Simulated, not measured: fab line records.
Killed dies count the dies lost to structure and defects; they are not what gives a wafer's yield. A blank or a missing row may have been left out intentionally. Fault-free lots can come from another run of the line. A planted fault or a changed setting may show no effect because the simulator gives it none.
fab line records + flow rit_cmos
record
- lots=6
- wafers=18
- last_day=7
route steps=202 shown M1@184
lots that met no fault: taken from a fault-free run of the same line
start_h: hours from the record's first day to the start of the lot's first wafer shown + wait_h: hours from the lot's prior step to this one + " unchanged from the row above + L1.1+2: a single row standing in for several wafers + - no value, or no start was given + * or withheld: withheld + < > ~ a bound
route shown NAME@n: NAME is a module with steps in the file, n the number in the route of the first one + usual: the fault-free wafers' mean and standard deviation + same: alike in all rows + chamber/n: place in a boat + sites: per-site readings + _std_site: the values' standard deviation + _edge_site: inner sites' mean taken away from outer sites' mean + radius_mm: for every site, how far away it sits from the centre of the wafer + mask NAME#n: copy n + behind: the most recent tool/chamber to have shaped the wafer + hold: cause of the lot's hold/its duration in hours/its outcome + device: which transistor (n, p or np) failed to switch + end of line: the same wafers' tests at the end of the route + a step without rows: its recipe alone + killed: not the wafer's yield, but the dies lost to structure and defects at the first sort + map: the dies of a wafer, with x for killed, . for not killed, _ for no die there
set.NAME: the setting the step ran with; set.NAME@STEP: the setting that earlier step ran with + model.NAME: the simulator's own value behind a step, which no gauge read
certain route steps with their lots: each step a table, each wafer a row
services: a tool's chamber out of use, with start hour (start_h, from the record's first day; less than 0 if before it), hours out, and reason
## steps
# step RIT_M1_SPUTTER_00
# recipe
- material=Al
- target_thk_nm=400
- power_w=2000
- chamber_pressure_pa=0.4
- gas=Ar
- time_s=500
- substrate_temp_c=25
# usual
- throttle_valve_pct=30.2/1
| lot.wafer | tool           | chamber | start_h | wait_h | throttle_valve_pct |
|-----------|----------------|---------|---------|--------|--------------------|
| L589.1    | pvd_sputter-01 | -       | 77.50   | 0.0    | 29.5               |
| L589.2    | "              | -       | "       | "      | 29.6               |
| L589.5    | "              | -       | "       | "      | 32.0               |
| L590.1    | pvd_sputter-02 | -       | 84.56   | 0.0    | 29.3               |
| L590.2    | "              | -       | "       | "      | 30.1               |
| L590.5    | "              | -       | "       | "      | 30.0               |
| L598.2    | pvd_sputter-02 | -       | 124.57  | 0.0    | 29.9               |
| L598.4    | "              | -       | "       | "      | 30.2               |
| L598.6    | "              | -       | "       | "      | 30.0               |
| L601.2    | pvd_sputter-01 | -       | 137.59  | 0.0    | 31.9               |
| L601.5    | "              | -       | "       | "      | 32.1               |
| L601.6    | "              | -       | "       | "      | 29.7               |
| L605.3    | pvd_sputter-04 | -       | 158.14  | 0.0    | 29.1               |
| L605.5    | "              | -       | "       | "      | 29.2               |
| L605.6    | "              | -       | "       | "      | 28.6               |
| L608.3    | pvd_sputter-02 | -       | 171.65  | 0.0    | 29.3               |
| L608.4    | "              | -       | "       | "      | 30.3               |
| L608.5    | "              | -       | "       | "      | 31.1               |
# step RIT_M1_RS_MEAS_01
# recipe
- thk_meas_gauge=four-point-probe
- reads=Al_of_M1_SPUTTER_00
# usual
- M1_AL_RS=0.0734/0.00095
| lot.wafer | tool          | chamber | start_h | wait_h | M1_AL_RS[ohm/sq] |
|-----------|---------------|---------|---------|--------|------------------|
| L589.1    | film_metro-02 | -       | 77.79   | 0.1    | 0.0731           |
| L589.2    | "             | -       | "       | "      | 0.0714           |
| L589.5    | "             | -       | "       | "      | 0.0735           |
| L590.1    | film_metro-03 | -       | 84.86   | 0.1    | 0.0742           |
| L590.2    | "             | -       | "       | "      | 0.0742           |
| L590.5    | "             | -       | "       | "      | 0.0731           |
| L598.2    | film_metro-03 | -       | 124.89  | 0.2    | 0.0740           |
| L598.4    | "             | -       | "       | "      | 0.0740           |
| L598.6    | "             | -       | "       | "      | 0.0740           |
| L601.2    | film_metro-04 | -       | 137.91  | 0.2    | 0.0739           |
| L601.5    | "             | -       | "       | "      | 0.0749           |
| L601.6    | "             | -       | "       | "      | 0.0733           |
| L605.3    | film_metro-04 | -       | 158.48  | 0.2    | 0.0752           |
| L605.5    | "             | -       | "       | "      | 0.0750           |
| L605.6    | "             | -       | "       | "      | 0.0724           |
| L608.3    | film_metro-03 | -       | 171.98  | 0.2    | 0.0733           |
| L608.4    | "             | -       | "       | "      | 0.0731           |
| L608.5    | "             | -       | "       | "      | 0.0726           |
# step RIT_M1_THK_MEAS_02
# recipe
- thk_meas_gauge=xrf
- reads=Al_of_M1_SPUTTER_00
# usual
- M1_AL_THK=400/5.5
| lot.wafer | tool          | chamber | start_h | wait_h | M1_AL_THK[nm] |
|-----------|---------------|---------|---------|--------|---------------|
| L589.1    | film_metro-02 | -       | 77.91   | 0.1    | 401           |
| L589.2    | "             | -       | "       | "      | 407           |
| L589.5    | "             | -       | "       | "      | 396           |
| L590.1    | film_metro-03 | -       | 84.98   | 0.1    | 398           |
| L590.2    | "             | -       | "       | "      | 397           |
| L590.5    | "             | -       | "       | "      | 403           |
| L598.2    | film_metro-03 | -       | 125.00  | 0.1    | 400           |
| L598.4    | "             | -       | "       | "      | 399           |
| L598.6    | "             | -       | "       | "      | 399           |
| L601.2    | film_metro-04 | -       | 138.02  | 0.1    | 398           |
| L601.5    | "             | -       | "       | "      | 392           |
| L601.6    | "             | -       | "       | "      | 403           |
| L605.3    | film_metro-04 | -       | 158.58  | 0.1    | 390           |
| L605.5    | "             | -       | "       | "      | 390           |
| L605.6    | "             | -       | "       | "      | 404           |
| L608.3    | film_metro-03 | -       | 172.08  | 0.1    | 403           |
| L608.4    | "             | -       | "       | "      | 404           |
| L608.5    | "             | -       | "       | "      | 407           |
# step RIT_M1_HMDS_03
# recipe
- prime_time_s=60
- prime_temp_c=140
# step RIT_M1_COAT_04
# recipe
- resist=NOVOLAK
- spin_rpm=2000
- resist_thk_nm=1300
# step RIT_M1_SOFTBAKE_05
# recipe
- resist=NOVOLAK
- temp_c=90
- time_s=60
# step RIT_M1_EXPOSE_06
# recipe
- mask_id=M12
- na=0.6
- source_shape=conventional
- sigma_outer=0.5
- target_cd_nm=2600
- dose_mj=250
# step RIT_M1_PEB_07
# recipe
- resist=NOVOLAK
- temp_c=withheld
- time_s=withheld
# step RIT_M1_DEVELOP_08
# recipe
- resist=NOVOLAK
- develop_time_s=68
- dev_temp_c=23
# step RIT_M1_CD_MEAS_09
# recipe
- target_cd_nm=2600
# usual
- cd_nm=2600.1/2.3
| lot.wafer | tool      | chamber | start_h | wait_h | cd_nm  |
|-----------|-----------|---------|---------|--------|--------|
| L589.1    | cd_sem-01 | -       | 79.20   | -      | 2602.3 |
| L589.2    | "         | -       | "       | "      | 2600.8 |
| L589.5    | "         | -       | "       | "      | 2598.0 |
| L590.1    | cd_sem-02 | -       | 85.99   | -      | 2604.9 |
| L590.2    | "         | -       | "       | "      | 2606.9 |
| L590.5    | "         | -       | "       | "      | 2606.8 |
| L598.2    | cd_sem-01 | -       | 126.07  | -      | 2594.4 |
| L598.4    | "         | -       | "       | "      | 2595.9 |
| L598.6    | "         | -       | "       | "      | 2596.1 |
| L601.2    | cd_sem-01 | -       | 138.97  | -      | 2602.6 |
| L601.5    | "         | -       | "       | "      | 2600.5 |
| L601.6    | "         | -       | "       | "      | 2603.6 |
| L605.3    | cd_sem-02 | -       | 159.54  | -      | 2600.0 |
| L605.5    | "         | -       | "       | "      | 2599.8 |
| L605.6    | "         | -       | "       | "      | 2600.4 |
| L608.3    | cd_sem-01 | -       | 173.05  | -      | 2597.8 |
| L608.4    | "         | -       | "       | "      | 2597.4 |
| L608.5    | "         | -       | "       | "      | 2597.4 |
# step RIT_M1_OVL_MEAS_10
# usual
- M1_OVL=-0.4/1.4
| lot.wafer | tool       | chamber | start_h | wait_h | M1_OVL[nm] |
|-----------|------------|---------|---------|--------|------------|
| L589.1    | overlay-02 | -       | 79.32   | 0.1    | -0.4       |
| L589.2    | "          | -       | "       | "      | -1.2       |
| L589.5    | "          | -       | "       | "      | 0.0        |
| L590.1    | overlay-01 | -       | 86.11   | 0.1    | -0.2       |
| L590.2    | "          | -       | "       | "      | -0.8       |
| L590.5    | "          | -       | "       | "      | 0.9        |
| L598.2    | overlay-01 | -       | 126.18  | 0.1    | -0.7       |
| L598.4    | "          | -       | "       | "      | -1.5       |
| L598.6    | "          | -       | "       | "      | -1.1       |
| L601.2    | overlay-02 | -       | 139.07  | 0.1    | 0.1        |
| L601.5    | "          | -       | "       | "      | 0.7        |
| L601.6    | "          | -       | "       | "      | -0.4       |
| L605.3    | overlay-01 | -       | 159.64  | 0.1    | 0.1        |
| L605.5    | "          | -       | "       | "      | -3.2       |
| L605.6    | "          | -       | "       | "      | -1.3       |
| L608.3    | overlay-01 | -       | 173.14  | 0.1    | -1.4       |
| L608.4    | "          | -       | "       | "      | 0.3        |
| L608.5    | "          | -       | "       | "      | 0.2        |
# step RIT_M1_HARDBAKE_11
# recipe
- resist=NOVOLAK
- temp_c=140
- time_s=120
# step RIT_M1_METAL_ETCH_12
# recipe
- stop_on=SiO2
- chemistry=Cl2/BCl3
- target=Al
- time_s=165
- over_etch_frac=0.5
- pressure_mtorr=100
- target_depth_a=6000
- rf_w=250
- Cl2_flow_sccm=60
- bcl3_flow_sccm=50
# usual
- drypump_motor_current_A=5.7/0.38
- he_backside_leak_sccm=3.4/0.37
- oes_product_au=0.777/0.014
- run_length_s=193.30/0.27
- throttle_valve_pct=8.28/0.07
| lot.wafer | tool         | chamber | start_h | wait_h | drypump_motor_current_A | he_backside_leak_sccm | oes_product_au | rf_hours_counter_h | run_length_s | throttle_valve_pct | model.NOVOLAK_of_M1_COAT_04.thk_nm |
|-----------|--------------|---------|---------|--------|-------------------------|-----------------------|----------------|--------------------|--------------|--------------------|------------------------------------|
| L589.1    | rie_metal-01 | 1       | 79.61   | 0.2    | 5.3                     | 3.5                   | 0.803          | 1                  | 193.39       | 8.33               | 812.2                              |
| L589.2    | "            | 0       | "       | "      | 5.4                     | 3.3                   | 0.783          | 1                  | 193.40       | 8.28               | 796.5                              |
| L589.5    | "            | 0       | "       | "      | 5.3                     | 3.3                   | 0.767          | -                  | 192.95       | 8.27               | 792.8                              |
| L590.1    | rie_metal-03 | 1       | 86.40   | 0.2    | 5.6                     | 3.4                   | 0.772          | 4                  | 193.56       | 8.37               | 783.8                              |
| L590.2    | "            | 0       | "       | "      | 6.2                     | 3.8                   | 0.764          | 4                  | 193.00       | 8.28               | 810.5                              |
| L590.5    | "            | 0       | "       | "      | 6.2                     | 3.9                   | 0.772          | -                  | 193.33       | 8.30               | 807.8                              |
| L598.2    | rie_metal-01 | 0       | 126.46  | 0.2    | 5.3                     | 3.4                   | 0.764          | 1                  | 192.99       | 8.28               | 794.3                              |
| L598.4    | "            | 1       | "       | "      | 5.3                     | 3.2                   | 0.851          | -                  | 182.33       | 8.32               | 831.9                              |
| L598.6    | "            | 1       | "       | "      | 5.3                     | 3.2                   | 0.860          | -                  | 182.33       | 8.33               | 832.4                              |
| L601.2    | rie_metal-01 | 1       | 139.38  | 0.2    | 5.3                     | 3.4                   | 0.852          | 2                  | 182.32       | 8.31               | 835.6                              |
| L601.5    | "            | 0       | "       | "      | 5.3                     | 3.3                   | 0.752          | -                  | 193.71       | 8.27               | 795.8                              |
| L601.6    | "            | 1       | "       | "      | 5.3                     | 3.5                   | 0.854          | -                  | 182.59       | 8.31               | 836.3                              |
| L605.3    | rie_metal-02 | 0       | 159.96  | 0.2    | 6.1                     | 3.6                   | 0.790          | -                  | 192.79       | 8.30               | 806.8                              |
| L605.5    | "            | 1       | "       | "      | 5.5                     | 3.1                   | 0.757          | -                  | 193.28       | 8.12               | 813.4                              |
| L605.6    | "            | 0       | "       | "      | 6.1                     | 3.6                   | 0.803          | -                  | 192.95       | 8.32               | 809                                |
| L608.3    | rie_metal-02 | 1       | 173.47  | 0.2    | 5.5                     | 3.0                   | 0.780          | -                  | 193.11       | 8.14               | 809.1                              |
| L608.4    | "            | 0       | "       | "      | 6.1                     | 3.6                   | 0.799          | -                  | 193.22       | 8.30               | 813.6                              |
| L608.5    | "            | 1       | "       | "      | 5.5                     | 2.8                   | 0.776          | -                  | 193.03       | 8.15               | 809.8                              |
# step RIT_M1_STRIP_13
# recipe
- chemistry=nmp
- resist=NOVOLAK
- temp_c=80
- time_s=600
- dry=n2_spin
# step RIT_M1_PROBE_99
# usual
- defect_limited_yield=97.3/1.1
- killed_at_contacts=0.1/0.34
- killed_at_front_end=7.0/2.9
- killed_dies=7.2/2.9
- killed_open=3.6/1.9
- killed_short=3.5/2.1
- sort_bin_3_pad_short=0.1/0.23
- sort_bin_5_function=1.6/0.73
- sort_bin_6_memory=1.0/0.67
- sort_n_pass=256.8/2.9
- sort_yield_pct=97.3/1.1
# same
- gross_dies=264
- killed_at_M0_to_M3=0
- killed_at_M4_up=0
- killed_at_back_side=0
- killed_at_other=0
| lot.wafer | tool      | chamber | start_h | wait_h | defect_limited_yield[%] | killed_at_contacts | killed_at_front_end | killed_dies | killed_open | killed_short | sort_bin_3_pad_short[%] | sort_bin_5_function[%] | sort_bin_6_memory[%] | sort_n_pass | sort_yield_pct[%] |
|-----------|-----------|---------|---------|--------|-------------------------|--------------------|---------------------|-------------|-------------|--------------|-------------------------|------------------------|----------------------|-------------|-------------------|
| L589.1    | prober-01 | -       | 81.88   | 0.1    | 98.5                    | 0                  | 4                   | 4           | 2           | 2            | 0                       | 0.8                    | 0.8                  | 260.0       | 98.5              |
| L589.2    | prober-01 | -       | 81.93   | 0.1    | 98.1                    | 0                  | 5                   | 5           | 3           | 2            | 0.4                     | 0.8                    | 0.8                  | 259.0       | 98.1              |
| L589.5    | prober-01 | -       | 82.08   | 0.2    | 95.5                    | 0                  | 12                  | 12          | 6           | 6            | 0                       | 2.7                    | 1.9                  | 252.0       | 95.5              |
| L590.1    | prober-02 | -       | 88.67   | 0.1    | 98.1                    | 0                  | 5                   | 5           | 5           | 0            | 0                       | 1.1                    | 0.8                  | 259.0       | 98.1              |
| L590.2    | prober-02 | -       | 88.72   | 0.1    | 98.1                    | 0                  | 5                   | 5           | 2           | 3            | 0                       | 1.1                    | 0.8                  | 259.0       | 98.1              |
| L590.5    | prober-02 | -       | 88.87   | 0.2    | 95.8                    | 0                  | 11                  | 11          | 7           | 4            | 0.8                     | 1.9                    | 1.5                  | 253.0       | 95.8              |
| L598.2    | prober-02 | -       | 128.76  | 0.1    | 97.3                    | 0                  | 7                   | 7           | 2           | 5            | 0                       | 1.5                    | 1.1                  | 257.0       | 97.3              |
| L598.4    | prober-02 | -       | 128.86  | 0.2    | 98.9                    | 0                  | 3                   | 3           | 2           | 1            | 0                       | 1.1                    | 0                    | 261.0       | 98.9              |
| L598.6    | prober-02 | -       | 128.96  | 0.2    | 96.2                    | 0                  | 10                  | 10          | 6           | 4            | 0.4                     | 1.9                    | 1.5                  | 254.0       | 96.2              |
| L601.2    | prober-01 | -       | 141.68  | 0.1    | 97.3                    | 0                  | 7                   | 7           | 0           | 7            | 0.8                     | 1.1                    | 0.8                  | 257.0       | 97.3              |
| L601.5    | prober-01 | -       | 141.83  | 0.2    | 97.7                    | 0                  | 6                   | 6           | 4           | 2            | 0                       | 1.9                    | 0.4                  | 258.0       | 97.7              |
| L601.6    | prober-01 | -       | 141.88  | 0.2    | 97.3                    | 1                  | 6                   | 7           | 5           | 2            | 0                       | 1.1                    | 1.5                  | 257.0       | 97.3              |
| L605.3    | prober-01 | -       | 162.26  | 0.2    | 98.1                    | 0                  | 5                   | 5           | 2           | 3            | 0                       | 1.1                    | 0.8                  | 259.0       | 98.1              |
| L605.5    | prober-01 | -       | 162.36  | 0.2    | 98.1                    | 1                  | 4                   | 5           | 2           | 3            | 0.4                     | 1.1                    | 0.4                  | 259.0       | 98.1              |
| L605.6    | prober-01 | -       | 162.41  | 0.2    | 97.3                    | 0                  | 7                   | 7           | 4           | 3            | 0.4                     | 1.9                    | 0.4                  | 257.0       | 97.3              |
| L608.3    | prober-02 | -       | 175.78  | 0.2    | 95.5                    | 0                  | 12                  | 12          | 4           | 8            | 0                       | 3.4                    | 1.1                  | 252.0       | 95.5              |
| L608.4    | prober-02 | -       | 175.83  | 0.2    | 98.9                    | 0                  | 3                   | 3           | 1           | 2            | 0                       | 0.8                    | 0.4                  | 261.0       | 98.9              |
| L608.5    | prober-02 | -       | 175.88  | 0.2    | 97.3                    | 0                  | 7                   | 7           | 4           | 3            | 0                       | 1.5                    | 1.1                  | 257.0       | 97.3              |
# killed by level:class
L589.1 REOX:geometric_particle:short=2 REOX:geometric_particle:open=2
L589.2 FOX1:geometric_particle:short=2 GATE:geometric_particle:open=1 REOX:geometric_particle:open=1 SILICIDE:geometric_particle:open=1
L589.5 GATE:geometric_particle:open=5 GATE:geometric_particle:short=3 REOX:geometric_particle:short=2 SILICIDE:geometric_particle:open=1 SILICIDE:geometric_particle:short=1
L590.1 SPACER:geometric_particle:open=2 SILICIDE:geometric_particle:open=2 GATE:geometric_particle:open=1
L590.2 GATE:geometric_particle:open=2 GATE:geometric_particle:short=2 FOX1:geometric_particle:short=1
L590.5 FOX1:geometric_particle:short=3 GATE:geometric_particle:open=3 FOX1:geometric_particle:open=1 FOX2:geometric_particle:open=1 GATE:geometric_particle:short=1 SPACER:geometric_particle:open=1 SILICIDE:geometric_particle:open=1
L598.2 GATE:geometric_particle:short=3 REOX:geometric_particle:short=2 SPACER:geometric_particle:open=1 SILICIDE:geometric_particle:open=1
L598.4 FOX1:geometric_particle:open=1 REOX:geometric_particle:open=1 SILICIDE:geometric_particle:short=1
L598.6 FOX1:geometric_particle:open=2 GATE:geometric_particle:short=2 REOX:geometric_particle:open=2 GATE:geometric_particle:open=1 REOX:geometric_particle:short=1 SPACER:geometric_particle:short=1 SILICIDE:geometric_particle:open=1
L601.2 GATE:geometric_particle:short=4 FOX2:geometric_particle:short=2 REOX:geometric_particle:short=1
L601.5 GATE:geometric_particle:open=2 GATE:geometric_particle:short=2 REOX:geometric_particle:open=1 SPACER:geometric_particle:open=1
L601.6 GATE:geometric_particle:open=3 FOX1:geometric_particle:open=1 SPACER:geometric_particle:short=1 FOX2:geometric_particle:open=1 CONTACT:geometric_particle:short=1
L605.3 REOX:geometric_particle:open=2 FOX2:geometric_particle:short=1 SPACER:geometric_particle:short=1 SILICIDE:geometric_particle:short=1
L605.5 GATE:geometric_particle:short=1 REOX:geometric_particle:open=1 SPACER:geometric_particle:open=1 SILICIDE:geometric_particle:short=1 CONTACT:geometric_particle:short=1
L605.6 GATE:geometric_particle:short=2 GATE:geometric_particle:open=2 FOX1:geometric_particle:open=1 SPACER:geometric_particle:short=1 SPACER:geometric_particle:open=1
L608.3 GATE:geometric_particle:short=2 REOX:geometric_particle:open=2 SPACER:geometric_particle:short=2 FOX1:geometric_particle:short=1 FOX2:geometric_particle:short=1 FOX2:geometric_particle:open=1 REOX:geometric_particle:short=1 SPACER:geometric_particle:open=1
L608.4 FOX1:geometric_particle:short=1 GATE:geometric_particle:short=1 SPACER:geometric_particle:open=1
L608.5 FOX1:geometric_particle:short=1 FOX2:geometric_particle:open=1 GATE:geometric_particle:short=1 GATE:geometric_particle:open=1 REOX:geometric_particle:open=1 SPACER:geometric_particle:short=1 SPACER:geometric_particle:open=1
## services
| tool           | chamber | start_h | hours | kind       |
|----------------|---------|---------|-------|------------|
| pvd_sputter-02 | -       | 90.13   | 0.5   | repair     |
| rie_metal-02   | -       | 136.12  | 20.0  | pm         |
| rie_metal-02   | 0       | 136.12  | 20.0  | vent_cycle |
| rie_metal-02   | 1       | 136.12  | 20.0  | vent_cycle |
| rie_metal-03   | 1       | 143.05  | 13.2  | repair     |
| rie_metal-03   | -       | 155.58  | 10.0  | pm         |
| rie_metal-02   | 0       | 156.12  | -     | clean      |
| rie_metal-02   | 1       | 156.12  | -     | clean      |
## key
first_sign
- step=RIT_M1_METAL_ETCH_12
- reading=run_length_s
- direction=down
- sigmas=41
- usual=*
- struck=*
effect
- step=RIT_M1_METAL_ETCH_12
- reading=oes_product_au
- direction=up
- sigmas=5.7
- usual=0.777
- struck=0.854
model_effect
- step=RIT_M1_METAL_ETCH_12
- value=NOVOLAK_of_M1_COAT_04.thk_nm
- without=812.4
- struck=834
met_at RIT_M1_METAL_ETCH_12
struck_wafers L598.4,L598.6,L601.2,L601.6
onset_between 79.61 126.46
fault
- kind=process_parameter_drift
- tool=rie_metal-01
- chamber=1
- onset_h=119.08
- steps=RIT_M1_METAL_ETCH_12
- channel=time_s
- offset=*
- shape=step
- end_h=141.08
- stated=*
